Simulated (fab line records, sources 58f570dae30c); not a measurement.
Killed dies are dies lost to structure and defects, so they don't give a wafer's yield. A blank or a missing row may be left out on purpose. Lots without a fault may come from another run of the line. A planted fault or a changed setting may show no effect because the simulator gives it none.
Tool commonality check | flow berkeley_cmos170 | 14 lots, 42 wafers sampled

WHY IT WAS OPENED
At UCB170_SPACER_THK_MEAS_01 the reading SPACER_TEOS_THK is flagged on 2 of 14 lots. Wafers without a fault read 376 nm, standard deviation 5.4.
Rule: a lot is flagged when every wafer of it that has a number lies more than 4 standard deviations from that mean, or none has a number. The other lots count as sound.

lot  | measured     | on            | SPACER_TEOS_THK (nm), wafer by wafer | flag
L105 | day 5 20:00  | film_metro-04 | 372 377 379                          |
L108 | day 6 23:02  | film_metro-04 | 374 372 381                          |
L109 | day 7 11:37  | film_metro-01 | 756 751 762                          | FLAGGED
L110 | day 7 11:44  | film_metro-04 | 367 368 366                          |
L111 | day 7 11:54  | film_metro-03 | 375 380 380                          |
L114 | day 8 21:42  | film_metro-01 | 743 748 751                          | FLAGGED
L115 | day 8 21:49  | film_metro-04 | 371 380 378                          |
L117 | day 8 22:11  | film_metro-03 | 369 373 381                          |
L121 | day 9 20:19  | film_metro-01 | 382 380 376                          |
L122 | day 10 02:10 | film_metro-03 | 371 367 373                          |
L123 | day 10 02:20 | film_metro-04 | 376 377 386                          |
L124 | day 10 12:46 | film_metro-04 | 371 369 376                          |
L125 | day 10 13:29 | film_metro-04 | 376 383 375                          |
L128 | day 11 04:42 | film_metro-03 | 378 376 377                          |
The numbers of the flagged lots are 752 nm on average: +376 nm against the usual, or +70 standard deviations.

WHICH TOOL RAN EACH LOT
The record holds 2 process steps before the reading, out of a route of 331 steps. In each cell: the tool, then ch and the chambers that the sampled wafers went through, then the start.
lot  | flag    | UCB170_NVT_STRIP_08                  | UCB170_SPACER_CVD_00
L105 |         | plasma_asher-03 ch 0,1, day 5 03:58  | pecvd-03 ch 0,1,2, day 5 19:58
L108 |         | plasma_asher-02 ch 0,1, day 6 05:55  | pecvd-03 ch 1,2, day 6 22:59
L109 | FLAGGED | plasma_asher-01 ch 0,1, day 6 13:44  | pecvd-03 ch 0,2, day 7 11:22
L110 |         | plasma_asher-02 ch 0,1, day 6 14:01  | pecvd-02 ch 0,1,2, day 7 11:41
L111 |         | plasma_asher-01 ch 0,1, day 6 14:04  | pecvd-01 ch 0,1, day 7 11:51
L114 | FLAGGED | plasma_asher-01 ch 0,1, day 8 01:27  | pecvd-01 ch 1,2, day 8 21:17
L115 |         | plasma_asher-01 ch 0,1, day 8 01:43  | pecvd-02 ch 0,1,2, day 8 21:47
L117 |         | plasma_asher-03 ch 0,1, day 8 01:28  | pecvd-03 ch 0,1,2, day 8 22:08
L121 |         | plasma_asher-03 ch 0,1, day 9 00:45  | pecvd-03 ch 0,1,2, day 9 20:14
L122 |         | plasma_asher-03 ch 0,1, day 9 06:15  | pecvd-03 ch 0,2, day 10 02:08
L123 |         | plasma_asher-02 ch 0,1, day 9 06:30  | pecvd-01 ch 0,1, day 10 02:18
L124 |         | plasma_asher-02 ch 0,1, day 9 19:52  | pecvd-03 ch 0,1,2, day 10 12:43
L125 |         | plasma_asher-03 ch 0,1, day 9 20:08  | pecvd-02 ch 0,1, day 10 13:26
L128 |         | plasma_asher-01 ch 0,1, day 10 05:52 | pecvd-03 ch 0,1,2, day 11 04:38
What these steps do:
- UCB170_NVT_STRIP_08: strips in O2.
- UCB170_SPACER_CVD_00: deposits SiO2 from TEOS/O2, target thk 376 nm, time 47 s.
- UCB170_SPACER_THK_MEAS_01

FLAGGED OVER TOTAL, TOOL BY TOOL (the gauges that took the reading come last)
step                      | tool            | lots run | flagged | share of the flagged lots | sound lots run after its first flagged lot
UCB170_NVT_STRIP_08       | plasma_asher-01 | 5        | 2       | all                       | 3 (L111,L115,L128)
UCB170_NVT_STRIP_08       | plasma_asher-02 | 4        | 0       | none                      | -
UCB170_NVT_STRIP_08       | plasma_asher-03 | 5        | 0       | none                      | -
UCB170_SPACER_CVD_00      | pecvd-01        | 3        | 1       | some                      | 1 (L123)
UCB170_SPACER_CVD_00      | pecvd-02        | 3        | 0       | none                      | -
UCB170_SPACER_CVD_00      | pecvd-03        | 8        | 1       | some                      | 5 (L117,L121,L122,L124,L128)
UCB170_SPACER_THK_MEAS_01 | film_metro-01   | 3        | 2       | all                       | 1 (L121)
UCB170_SPACER_THK_MEAS_01 | film_metro-03   | 4        | 0       | none                      | -
UCB170_SPACER_THK_MEAS_01 | film_metro-04   | 7        | 0       | none                      | -

WHAT THE TABLE ALLOWS
2 rows of the table ran every flagged lot: plasma_asher-01 at UCB170_NVT_STRIP_08, film_metro-01 at UCB170_SPACER_THK_MEAS_01.
- plasma_asher-01 at UCB170_NVT_STRIP_08: 2 of its 5 lots flagged. Sound lots ran on it after the first flagged one (L111, L115, L128), which a lasting fault on the whole tool wouldn't allow.
- film_metro-01 at UCB170_SPACER_THK_MEAS_01: 2 of its 3 lots flagged. Sound lots ran on it after the first flagged one (L121), which a lasting fault on the whole tool wouldn't allow.
No row of the table ran every flagged lot and no sound lot after the first.

WHAT THE SIMULATOR HAD PUT IN
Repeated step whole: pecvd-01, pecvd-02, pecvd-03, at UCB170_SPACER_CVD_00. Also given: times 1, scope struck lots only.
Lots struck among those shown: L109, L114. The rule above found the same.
